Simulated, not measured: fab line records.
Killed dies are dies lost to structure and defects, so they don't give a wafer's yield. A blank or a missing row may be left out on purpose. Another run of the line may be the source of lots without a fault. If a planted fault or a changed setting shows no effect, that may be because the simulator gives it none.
Lot-split experiment | flow berkeley-cmos170 | route with 331 steps; 5 lots, 23 wafers read

== ON THE SPLIT ==
At UCB170_CONTACT_CVD_01 (deposits PSG from SiH4/O2/PH3, target thk 700 nm, time 2820 s), the setting temp-c was moved away from the recipe's 450 C on 20 of the 23 wafers read, by -2.6% to +1.9%. For the rest of the wafers, this setting stayed at what the recipe calls for.

The file shows no step between the split and the reading.

== THE READING ==
CONTACT_PSG_THK, in nm, at UCB170_CONTACT_THK_MEAS_02. Typical for fault-free wafers on this fab line: 698 nm, with standard deviation 8.5 nm.

wafer  | tool, chamber at the split | temp-c as run, C | against the recipe | CONTACT_PSG_THK, nm | against lot-mates on the recipe
L076.1 | -, -                       | 438.5            | -2.6%              | 640                 | no lot-mate on the recipe
L076.2 | -, -                       | 438.5            | -2.6%              | 643                 | no lot-mate on the recipe
L076.3 | -, -                       | 438.5            | -2.6%              | 647                 | no lot-mate on the recipe
L076.5 | -, -                       | 438.5            | -2.6%              | 648                 | no lot-mate on the recipe
L076.6 | -, -                       | 438.5            | -2.6%              | 640                 | no lot-mate on the recipe
L080.1 | -, -                       | 456.1            | +1.4%              | 744                 | no lot-mate on the recipe
L080.2 | -, -                       | 456.1            | +1.4%              | 744                 | no lot-mate on the recipe
L080.4 | -, -                       | 456.1            | +1.4%              | 748                 | no lot-mate on the recipe
L080.5 | -, -                       | 456.1            | +1.4%              | 745                 | no lot-mate on the recipe
L080.6 | -, -                       | 456.1            | +1.4%              | 749                 | no lot-mate on the recipe
L081.1 | lpcvd-01, 1                | 450              | recipe             | 709                 | -
L081.4 | lpcvd-01, 1                | 450              | recipe             | 705                 | -
L081.5 | lpcvd-01, 1                | 450              | recipe             | 701                 | -
L079.1 | -, -                       | 458.4            | +1.9%              | 743                 | no lot-mate on the recipe
L079.2 | -, -                       | 458.4            | +1.9%              | 747                 | no lot-mate on the recipe
L079.3 | -, -                       | 458.4            | +1.9%              | 745                 | no lot-mate on the recipe
L079.4 | -, -                       | 458.4            | +1.9%              | 745                 | no lot-mate on the recipe
L079.6 | -, -                       | 458.4            | +1.9%              | 744                 | no lot-mate on the recipe
L082.1 | -, -                       | 454.1            | +0.9%              | 721                 | no lot-mate on the recipe
L082.2 | -, -                       | 454.1            | +0.9%              | 721                 | no lot-mate on the recipe
L082.3 | -, -                       | 454.1            | +0.9%              | 719                 | no lot-mate on the recipe
L082.4 | -, -                       | 454.1            | +0.9%              | 722                 | no lot-mate on the recipe
L082.6 | -, -                       | 454.1            | +0.9%              | 718                 | no lot-mate on the recipe

FIT RESULTS
A straight line over all 23 wafers: CONTACT_PSG_THK changes by +23.8 nm for each +1% of temp-c; r = +0.99; the points scatter about the line by 6.3 nm.
Too few moved wafers with a lot-mate on the recipe to fit a line net of each lot's own level.

== THE WHOLE CHAIN: every reading that the file lists as answering this split, in the file's order ==
step                       | what it does                                                               | reading                                                                       | change (the file's fit)              | r (the file's)
UCB170_CONTACT_CVD_01      | deposits PSG from SiH4/O2/PH3, target thk 700 nm, time 2820 s              | PSG_of_CONTACT_CVD_01.thk-nm (the simulator's own value, which no gauge read) | +23.8 nm for each +1% of the setting | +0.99
UCB170_CONTACT_THK_MEAS_02 |                                                                            | CONTACT_PSG_THK                                                               | +23.8 for each +1% of the setting    | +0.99
UCB170_CONTACT_ETCH_18     | etches PSG in CHF3/CF4/Ar, stops on TiSi2, target depth 840 nm, time 195 s | CONTACT.feature-depth-nm (the simulator's own value, which no gauge read)     | +23.8 nm for each +1% of the setting | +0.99
UCB170_CONTACT_ETCH_18     | etches PSG in CHF3/CF4/Ar, stops on TiSi2, target depth 840 nm, time 195 s | etch.depth-nm (the simulator's own value, which no gauge read)                | +23.5 nm for each +1% of the setting | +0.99

== THE FILE'S OWN FIT ==
CONTACT_PSG_THK changes by +23.8 nm for each +1% of temp-c, r = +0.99.
